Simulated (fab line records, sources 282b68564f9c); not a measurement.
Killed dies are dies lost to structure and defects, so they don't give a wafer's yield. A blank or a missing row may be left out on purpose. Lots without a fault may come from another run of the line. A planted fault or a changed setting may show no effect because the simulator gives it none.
A struck lot beside a sound one | flow rit_cmos | 14 steps out of a route of 202
Sound: wafers L974.1, L974.5, L974.6. Struck: wafers L965.2, L965.4, L965.6. The cause comes at the end.
At each step with rows: each side's tool, then ch and its chambers, then its first start. Under that, the readings that differ: sound wafers | struck wafers | difference of the means | sigmas: that difference in standard deviations of wafers without a fault.
alike: readings whose means differ by less than 2 such deviations, and words and numbers that are the same on both sides. not compared: withheld readings, readings that some wafer has no value for, bounds like >300 that may hide the same value, and numbers for which the record gives no deviation and whose values overlap.
The two part at a step that has a row with sigmas, a row that says differs or no value, or rows on one side only. Numbers that don't overlap but have no deviation are shown without sigmas and don't part them. A reading that every wafer of one side lacks parts them only if that side has two wafers or more.

first, 4 steps without rows for these wafers: RIT_ACTIVE_SOFTBAKE_07 (time 60 s); RIT_ACTIVE_EXPOSE_08 (exposes mask M1, target cd 1400 nm); RIT_ACTIVE_PEB_09; RIT_ACTIVE_DEVELOP_10 (develop time 50 s).
RIT_ACTIVE_CD_MEAS_11: target cd 1400 nm.
  sound on cd_sem-01, day 5 12:06; struck on cd_sem-01, day 3 11:34
  alike: cd_nm
then, 1 step without rows for these wafers: RIT_ACTIVE_HARDBAKE_12 (time 60 s).
RIT_ACTIVE_ETCH_13: etches Si3N4 in SF6, stops on SiO2, time 210 s, target depth 210 nm.
  sound on rie_diel-02 ch 1,2,3, day 5 12:22; struck on rie_diel-03 ch 0,3, day 3 11:49
  alike: chamber_pressure_mTorr, drypump_motor_current_A, oes_product_au, throttle_valve_pct
  not compared: rf_hours_counter_h
RIT_ACTIVE_STRIP_14: strips in O2, time 180 s.
  sound on plasma_asher-04 ch 0,1, day 5 12:30; struck on plasma_asher-04 ch 0,1, day 3 11:57
  alike: chamber_pressure_mTorr, drypump_motor_current_A, rf_refl_power_W
  not compared: rf_hours_counter_h
RIT_ACTIVE_CD_MEAS_90: target cd 1400 nm.
  sound on cd_sem-02, day 5 12:40; struck on cd_sem-01, day 3 12:09
  alike: cd_nm
then, 3 steps without rows for these wafers: RIT_ACTIVE_CLEAN_15 (cleans in SC1, time 600 s); RIT_ACTIVE_CLEAN_16 (cleans in dHF, time 30 s); RIT_ACTIVE_CLEAN_17 (cleans in SC2, time 600 s).
RIT_FOX1_OXIDATION_00: target thk 350.7 nm, ox time 1130 s.
  sound on furnace-04 ch 0, day 5 13:10; struck on furnace-04, day 3 13:27
  no value came back on the struck wafers for ox_temp_c (C), ox_temp_c_max; on the sound wafers ox_temp_c (C) reads 1099.7 1100.6 1099.6
  reading                                  | sound           | struck          | difference | sigmas
  model.Si3N4_of_ACTIVE_CVD_03.thk_nm (nm) | 140 142.2 141.2 | 149.3 149 149.3 | +8.1       |
RIT_FOX1_WET_ETCH_02: etches SiO2 in BOE, target depth 350 nm, time 390 s.
  sound on wet_bench-04 ch 3, day 5 14:32; struck on wet_bench-02 ch 3, day 3 14:49
  reading                                  | sound             | struck            | difference | sigmas
  model.Si3N4_of_ACTIVE_CVD_03.thk_nm (nm) | 135.3 137.5 136.4 | 144.5 144.2 144.5 | +8.0       |

WHERE THEY PART
Only at RIT_FOX1_OXIDATION_00, within this record.

WHY: what the simulator had put in
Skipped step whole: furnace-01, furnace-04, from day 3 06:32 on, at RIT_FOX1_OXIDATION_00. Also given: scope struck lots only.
